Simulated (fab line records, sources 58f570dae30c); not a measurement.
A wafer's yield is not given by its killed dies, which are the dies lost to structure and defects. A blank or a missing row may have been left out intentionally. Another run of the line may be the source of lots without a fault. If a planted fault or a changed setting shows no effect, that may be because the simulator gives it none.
Which of the tools did it? || flow berkeleyCmos170 || Sampling: 14 lots, 42 wafers, 5 of 331 route steps

## WHAT EACH GAUGE READ, for each wafer
UCB170_PFIELD_TW_MEAS_09. Usual: PFIELD_TW typically reads 600, with standard deviation 3.3.
{"lot": "L399", "measured": "day 4 01:23", "on": "filmMetro-03", "PFIELD_TW": "596 595 597", "flag": ""}
{"lot": "L400", "measured": "day 4 10:45", "on": "filmMetro-03", "PFIELD_TW": "597 599 593", "flag": ""}
{"lot": "L401", "measured": "day 4 21:26", "on": "filmMetro-03", "PFIELD_TW": "593 596 596", "flag": ""}
{"lot": "L403", "measured": "day 4 22:09", "on": "filmMetro-04", "PFIELD_TW": "591 598 595", "flag": ""}
{"lot": "L402", "measured": "day 5 03:29", "on": "filmMetro-03", "PFIELD_TW": "599 602 598", "flag": ""}
{"lot": "L405", "measured": "day 5 05:58", "on": "filmMetro-03", "PFIELD_TW": "598 601 599", "flag": ""}
{"lot": "L404", "measured": "day 5 06:21", "on": "filmMetro-03", "PFIELD_TW": "600 598 597", "flag": ""}
{"lot": "L406", "measured": "day 6 01:55", "on": "filmMetro-04", "PFIELD_TW": "601 599 598", "flag": ""}
{"lot": "L408", "measured": "day 6 02:23", "on": "filmMetro-03", "PFIELD_TW": "603 602 600", "flag": ""}
{"lot": "L413", "measured": "day 7 10:42", "on": "filmMetro-03", "PFIELD_TW": "603 601 600", "flag": ""}
{"lot": "L416", "measured": "day 8 03:32", "on": "filmMetro-02", "PFIELD_TW": "602 603 605", "flag": ""}
{"lot": "L419", "measured": "day 8 16:34", "on": "filmMetro-02", "PFIELD_TW": "603 602 599", "flag": ""}
{"lot": "L421", "measured": "day 9 10:59", "on": "filmMetro-04", "PFIELD_TW": "603 603 605", "flag": ""}
{"lot": "L422", "measured": "day 9 11:26", "on": "filmMetro-02", "PFIELD_TW": "604 604 605", "flag": ""}

UCB170_NVT_TW_MEAS_09. Usual: NVT_TW typically reads 524.3, with standard deviation 2.3.
{"lot": "L399", "measured": "day 5 05:22", "on": "filmMetro-03", "NVT_TW": "519.9 520.4 520.1", "flag": ""}
{"lot": "L400", "measured": "day 5 14:49", "on": "filmMetro-03", "NVT_TW": "523.2 521.9 525.3", "flag": ""}
{"lot": "L401", "measured": "day 6 09:26", "on": "filmMetro-04", "NVT_TW": "522.9 523.8 523.0", "flag": ""}
{"lot": "L403", "measured": "day 6 09:55", "on": "filmMetro-03", "NVT_TW": "521.8 525.5 526.9", "flag": ""}
{"lot": "L402", "measured": "day 6 21:16", "on": "filmMetro-03", "NVT_TW": "524.2 521.2 523.9", "flag": ""}
{"lot": "L405", "measured": "day 6 21:08", "on": "filmMetro-02", "NVT_TW": "524.2 522.6 525.0", "flag": ""}
{"lot": "L404", "measured": "day 6 20:55", "on": "filmMetro-04", "NVT_TW": "519.8 523.5 525.2", "flag": ""}
{"lot": "L406", "measured": "day 7 09:35", "on": "filmMetro-02", "NVT_TW": "525.6 527.9 525.8", "flag": ""}
{"lot": "L408", "measured": "day 7 08:53", "on": "filmMetro-02", "NVT_TW": "527.7 523.9 528.6", "flag": ""}
{"lot": "L413", "measured": "day 8 11:05", "on": "filmMetro-03", "NVT_TW": "552.3 557.0 552.1", "flag": "OFF"}
{"lot": "L416", "measured": "day 9 04:50", "on": "filmMetro-03", "NVT_TW": "551.5 552.2 551.5", "flag": "OFF"}
{"lot": "L419", "measured": "day 9 18:31", "on": "filmMetro-02", "NVT_TW": "525.3 524.9 526.5", "flag": ""}
{"lot": "L421", "measured": "day 10 14:28", "on": "filmMetro-03", "NVT_TW": "527.8 523.6 527.0", "flag": ""}
{"lot": "L422", "measured": "day 10 15:02", "on": "filmMetro-03", "NVT_TW": "523.5 526.5 525.2", "flag": ""}

UCB170_GATE_OVL_MEAS_13. Usual: GATE_OVL typically reads 0 nm, with standard deviation 5.2.
{"lot": "L399", "measured": "day 6 04:22", "on": "overlay-01", "GATE_OVL (nm)": "4 1 -3", "flag": ""}
{"lot": "L400", "measured": "day 6 12:20", "on": "overlay-02", "GATE_OVL (nm)": "0 3 0", "flag": ""}
{"lot": "L401", "measured": "day 7 02:34", "on": "overlay-02", "GATE_OVL (nm)": "4 -1 7", "flag": ""}
{"lot": "L403", "measured": "day 7 02:32", "on": "overlay-01", "GATE_OVL (nm)": "2 7 7", "flag": ""}
{"lot": "L402", "measured": "day 7 09:01", "on": "overlay-02", "GATE_OVL (nm)": "-1 7 1", "flag": ""}
{"lot": "L405", "measured": "day 7 05:59", "on": "overlay-01", "GATE_OVL (nm)": "-1 7 6", "flag": ""}
{"lot": "L404", "measured": "day 7 05:45", "on": "overlay-01", "GATE_OVL (nm)": "-5 5 3", "flag": ""}
{"lot": "L406", "measured": "day 8 00:32", "on": "overlay-01", "GATE_OVL (nm)": "-11 -3 -6", "flag": ""}
{"lot": "L408", "measured": "day 8 00:10", "on": "overlay-01", "GATE_OVL (nm)": "0 -3 5", "flag": ""}
{"lot": "L413", "measured": "day 9 01:18", "on": "overlay-02", "GATE_OVL (nm)": "2 1 -5", "flag": ""}
{"lot": "L416", "measured": "day 9 18:16", "on": "overlay-01", "GATE_OVL (nm)": "-7 -6 -10", "flag": ""}
{"lot": "L419", "measured": "day 10 05:58", "on": "overlay-01", "GATE_OVL (nm)": "4 9 1", "flag": ""}
{"lot": "L421", "measured": "day 11 05:22", "on": "overlay-02", "GATE_OVL (nm)": "6 3 11", "flag": ""}
{"lot": "L422", "measured": "day 11 05:17", "on": "overlay-01", "GATE_OVL (nm)": "-3 -13 -4", "flag": ""}

UCB170_PSD_OVL_MEAS_07. Usual: PSD_OVL typically reads 2 nm, with standard deviation 4.7.
{"lot": "L399", "measured": "day 6 16:01", "on": "overlay-01", "PSD_OVL (nm)": "3 8 -5", "flag": ""}
{"lot": "L400", "measured": "day 6 22:24", "on": "overlay-01", "PSD_OVL (nm)": "11 8 1", "flag": ""}
{"lot": "L401", "measured": "day 7 14:34", "on": "overlay-02", "PSD_OVL (nm)": "1 0 -2", "flag": ""}
{"lot": "L403", "measured": "day 7 12:04", "on": "overlay-01", "PSD_OVL (nm)": "6 14 7", "flag": ""}
{"lot": "L402", "measured": "day 7 18:47", "on": "overlay-01", "PSD_OVL (nm)": "3 9 6", "flag": ""}
{"lot": "L405", "measured": "day 7 19:02", "on": "overlay-02", "PSD_OVL (nm)": "2 5 -2", "flag": ""}
{"lot": "L404", "measured": "day 7 18:31", "on": "overlay-01", "PSD_OVL (nm)": "4 10 7", "flag": ""}
{"lot": "L406", "measured": "day 8 12:14", "on": "overlay-01", "PSD_OVL (nm)": "1 8 13", "flag": ""}
{"lot": "L408", "measured": "day 8 11:41", "on": "overlay-01", "PSD_OVL (nm)": "-8 -1 0", "flag": ""}
{"lot": "L413", "measured": "day 9 11:49", "on": "overlay-02", "PSD_OVL (nm)": "5 1 1", "flag": ""}
{"lot": "L416", "measured": "day 10 05:13", "on": "overlay-01", "PSD_OVL (nm)": "-5 0 -3", "flag": ""}
{"lot": "L419", "measured": "day 10 16:37", "on": "overlay-02", "PSD_OVL (nm)": "4 -1 -1", "flag": ""}
{"lot": "L421", "measured": "day 11 16:55", "on": "overlay-01", "PSD_OVL (nm)": "6 -1 5", "flag": ""}
{"lot": "L422", "measured": "day 11 16:50", "on": "overlay-01", "PSD_OVL (nm)": "1 -7 -2", "flag": ""}

## WHICH TOOL RAN EACH LOT (tool, then ch and the chambers of the sampled wafers, then the start)
{"lot": "L399", "UCB170_NVT_IMPLANT_07": "implanter-02 ch 0, day 5 05:08"}
{"lot": "L400", "UCB170_NVT_IMPLANT_07": "implanter-02 ch 0, day 5 14:35"}
{"lot": "L401", "UCB170_NVT_IMPLANT_07": "implanter-03 ch 0, day 6 09:11"}
{"lot": "L403", "UCB170_NVT_IMPLANT_07": "implanter-02 ch 0, day 6 09:40"}
{"lot": "L402", "UCB170_NVT_IMPLANT_07": "implanter-04 ch 0, day 6 21:04"}
{"lot": "L405", "UCB170_NVT_IMPLANT_07": "implanter-03 ch 0, day 6 20:53"}
{"lot": "L404", "UCB170_NVT_IMPLANT_07": "implanter-02 ch 0, day 6 20:43"}
{"lot": "L406", "UCB170_NVT_IMPLANT_07": "implanter-02 ch 0, day 7 09:21"}
{"lot": "L408", "UCB170_NVT_IMPLANT_07": "implanter-03 ch 0, day 7 08:40"}
{"lot": "L413", "UCB170_NVT_IMPLANT_07": "implanter-03 ch 0, day 8 10:50"}
{"lot": "L416", "UCB170_NVT_IMPLANT_07": "implanter-03 ch 0, day 9 04:37"}
{"lot": "L419", "UCB170_NVT_IMPLANT_07": "implanter-04 ch 0, day 9 18:16"}
{"lot": "L421", "UCB170_NVT_IMPLANT_07": "implanter-04 ch 0, day 10 14:13"}
{"lot": "L422", "UCB170_NVT_IMPLANT_07": "implanter-04 ch 0, day 10 14:47"}
- UCB170_NVT_IMPLANT_07

## AS READ BY THE TOOLS THEMSELVES (means over the sampled wafers that have a number; for cases with no such wafer, the mark the record gives instead)
UCB170_NVT_IMPLANT_07. Usual: doseIonsCm2 3e+12, standard deviation 3e+09; faradayCurrentUA 9.48, standard deviation 0.18; tiltDeg 6.998 degrees, standard deviation 0.021.
{"lot": "L399", "tool": "implanter-02", "doseIonsCm2": 3e+12, "faradayCurrentUA": 9.54, "tiltDeg (degrees)": 7.014, "flag": ""}
{"lot": "L400", "tool": "implanter-02", "doseIonsCm2": 3e+12, "faradayCurrentUA": 9.45, "tiltDeg (degrees)": 6.992, "flag": ""}
{"lot": "L401", "tool": "implanter-03", "doseIonsCm2": 3e+12, "faradayCurrentUA": 9.60, "tiltDeg (degrees)": 7.003, "flag": ""}
{"lot": "L403", "tool": "implanter-02", "doseIonsCm2": 3e+12, "faradayCurrentUA": 9.37, "tiltDeg (degrees)": 7.008, "flag": ""}
{"lot": "L402", "tool": "implanter-04", "doseIonsCm2": 3e+12, "faradayCurrentUA": 9.44, "tiltDeg (degrees)": 7.039, "flag": ""}
{"lot": "L405", "tool": "implanter-03", "doseIonsCm2": 3e+12, "faradayCurrentUA": 9.42, "tiltDeg (degrees)": 6.972, "flag": ""}
{"lot": "L404", "tool": "implanter-02", "doseIonsCm2": 3e+12, "faradayCurrentUA": 9.58, "tiltDeg (degrees)": 6.972, "flag": ""}
{"lot": "L406", "tool": "implanter-02", "doseIonsCm2": 3e+12, "faradayCurrentUA": 9.37, "tiltDeg (degrees)": 6.966, "flag": ""}
{"lot": "L408", "tool": "implanter-03", "doseIonsCm2": 3e+12, "faradayCurrentUA": 9.51, "tiltDeg (degrees)": 6.978, "flag": ""}
{"lot": "L413", "tool": "implanter-03", "doseIonsCm2": 4e+12, "faradayCurrentUA": 11.26, "tiltDeg (degrees)": 7.033, "flag": "OFF"}
{"lot": "L416", "tool": "implanter-03", "doseIonsCm2": 4e+12, "faradayCurrentUA": 11.25, "tiltDeg (degrees)": 7.012, "flag": "OFF"}
{"lot": "L419", "tool": "implanter-04", "doseIonsCm2": 3e+12, "faradayCurrentUA": 9.48, "tiltDeg (degrees)": 6.995, "flag": ""}
{"lot": "L421", "tool": "implanter-04", "doseIonsCm2": 3e+12, "faradayCurrentUA": 9.42, "tiltDeg (degrees)": 7.002, "flag": ""}
{"lot": "L422", "tool": "implanter-04", "doseIonsCm2": 3e+12, "faradayCurrentUA": 9.30, "tiltDeg (degrees)": 6.985, "flag": ""}

## THE ANSWER, worked out from the rows above alone
Rule: a lot is off if the mean of its wafers that have a number lies more than 3 standard deviations from the usual mean. Also off: a lot with no number at a reading for which 4 or more lots have one. Any other lot the step has rows for is counted as sound. The gauges are gone through in route order, then the tools' own readings, and for those a lot's mean is taken as printed above. At the first step where some lot is off, the reading lying furthest off is the one used; lots without a number count as furthest.
Off: L413, L416, seen at UCB170_NVT_TW_MEAS_09 (NVT_TW).
A tool fits if, at a process step before that reading, it ran every lot that is off, and no sound lot after the first of them. The gauges at UCB170_NVT_TW_MEAS_09 aren't tried: what is off there is off at UCB170_NVT_IMPLANT_07 too, on other tools, and a gauge's error can't cause that. One fits: implanter-03 at UCB170_NVT_IMPLANT_07. A fault onset in the window from L408 (day 7 08:40, its last sound lot) to L413 (day 8 10:50, its first lot off) fits.
The tool's own readings at UCB170_NVT_IMPLANT_07 bear it out: on the lots that are off they differ by more than 5 times the standard deviation of the sound lots' means. doseIonsCm2 reads 4e+12 there against 3e+12 on the sound lots; faradayCurrentUA reads 11.25 there against 9.46 on the sound lots.

## WHAT HAD BEEN PUT IN BY THE SIMULATOR
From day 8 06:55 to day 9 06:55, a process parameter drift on implanter-03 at UCB170_NVT_IMPLANT_07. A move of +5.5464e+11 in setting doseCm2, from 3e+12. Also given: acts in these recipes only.
Lots struck among those shown: L413, L416. This agrees with what the rule above found.
